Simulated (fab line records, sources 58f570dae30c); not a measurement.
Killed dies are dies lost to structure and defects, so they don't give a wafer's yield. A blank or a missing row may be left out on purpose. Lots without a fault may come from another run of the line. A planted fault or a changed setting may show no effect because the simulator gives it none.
A struck lot beside a sound one | flow berkeley_cmos170 | 18 steps out of a route of 331
Sound: wafers L183.1, L183.2, L183.6. Struck: wafers L196.1, L196.2, L196.3. The cause comes at the end.
At each step with rows: each side's tool, then ch and its chambers, then its first start. Under that, the readings that differ: sound wafers | struck wafers | difference of the means | sigmas: that difference in standard deviations of wafers without a fault.
alike: readings whose means differ by less than 2 such deviations, and words and numbers that are the same on both sides. not compared: withheld readings, readings that some wafer has no value for, bounds like >300 that may hide the same value, and numbers for which the record gives no deviation and whose values overlap.
The two part at a step that has a row with sigmas, a row that says differs or no value, or rows on one side only. Numbers that don't overlap but have no deviation are shown without sigmas and don't part them. A reading that every wafer of one side lacks parts them only if that side has two wafers or more.

UCB170_GATE_THK_MEAS_02:
  sound on film_metro-01, day 6 23:58; struck on film_metro-02, day 10 17:49
  alike: GATE_OXIDE_THK
then, 2 steps without rows for these wafers: UCB170_GATE_ANNEAL_03 (time 1800 s); UCB170_GATE_CVD_04 (deposits poly-Si from SiH4, time 1440 s, target thk 214 nm).
UCB170_GATE_THK_MEAS_05:
  sound on film_metro-01, day 7 05:34; struck on film_metro-01, day 10 23:43
  reading            | sound             | struck            | difference | sigmas
  GATE_POLY_THK (nm) | 214.8 216.1 216.0 | 210.8 209.3 209.7 | -5.7       | -3
then, 6 steps without rows for these wafers: UCB170_GATE_COAT_06; UCB170_GATE_COAT_07 (resist thk 900 nm); UCB170_GATE_SOFTBAKE_08 (time 60 s); UCB170_GATE_EXPOSE_09 (exposes mask POLY, target cd 350 nm); UCB170_GATE_PEB_10; UCB170_GATE_DEVELOP_11 (develop time 45 s).
UCB170_GATE_CD_MEAS_12: target cd 350 nm.
  sound on cd_sem-01, day 7 06:37; struck on cd_sem-02, day 11 00:38
  reading    | sound             | struck            | difference | sigmas
  cd_nm (nm) | 352.6 352.2 352.6 | 348.9 349.2 347.4 | -4.0       | -3
UCB170_GATE_OVL_MEAS_13:
  sound on overlay-02, day 7 06:44; struck on overlay-01, day 11 00:45
  alike: GATE_OVL
UCB170_GATE_ETCH_14: etches BARC in N2/H2.
  sound on rie_diel-01 ch 0,1,2, day 7 06:46; struck on rie_diel-04 ch 0,2,3, day 11 00:47
  reading               | sound             | struck            | difference | sigmas
  oes_product_au (a.u.) | 0.989 0.980 1.013 | 1.197 1.219 1.181 | +0.205     | +11
  alike: bias_w, chamber_pressure_mTorr, drypump_motor_current_A, throttle_valve_pct
UCB170_GATE_ETCH_15: etches poly-Si in HBr/Cl2, stops on SiO2, time 56.3 s, target depth 278.2 nm.
  sound on rie_si-02 ch 1,2,3, day 7 06:49; struck on rie_si-02 ch 0,1,3, day 11 00:49
  reading               | sound             | struck          | difference | sigmas
  model.GATE.cd_nm (nm) | 352.5 351.4 351.6 | 345 346.8 344.1 | -7         |
  alike: bias_w, chamber_pressure_mTorr, drypump_motor_current_A, oes_product_au, throttle_valve_pct
  not compared: rf_hours_counter_h
UCB170_GATE_STRIP_16: strips in O2.
  sound on plasma_asher-01 ch 0,1, day 7 06:52; struck on plasma_asher-02 ch 0,1, day 11 00:52
  alike: chamber_pressure_mTorr, drypump_motor_current_A, oes_product_au
  not compared: rf_hours_counter_h
UCB170_GATE_CD_MEAS_90: target cd 350 nm.
  sound on cd_sem-01, day 7 06:58; struck on cd_sem-01, day 11 00:58
  reading    | sound             | struck            | difference | sigmas
  cd_nm (nm) | 352.3 351.3 351.6 | 344.9 346.4 343.9 | -6.7       | -4
then, 1 step without rows for these wafers: UCB170_GATE_CLEAN_17 (cleans in SPM, time 600 s).
UCB170_M3_PROBE_99:
  the record has rows for the sound wafers here (prober-01, day 9 03:39) and none for the struck ones

WHERE THEY PART
First at UCB170_GATE_THK_MEAS_05; last, within this record, at UCB170_M3_PROBE_99.

WHY: what the simulator had put in
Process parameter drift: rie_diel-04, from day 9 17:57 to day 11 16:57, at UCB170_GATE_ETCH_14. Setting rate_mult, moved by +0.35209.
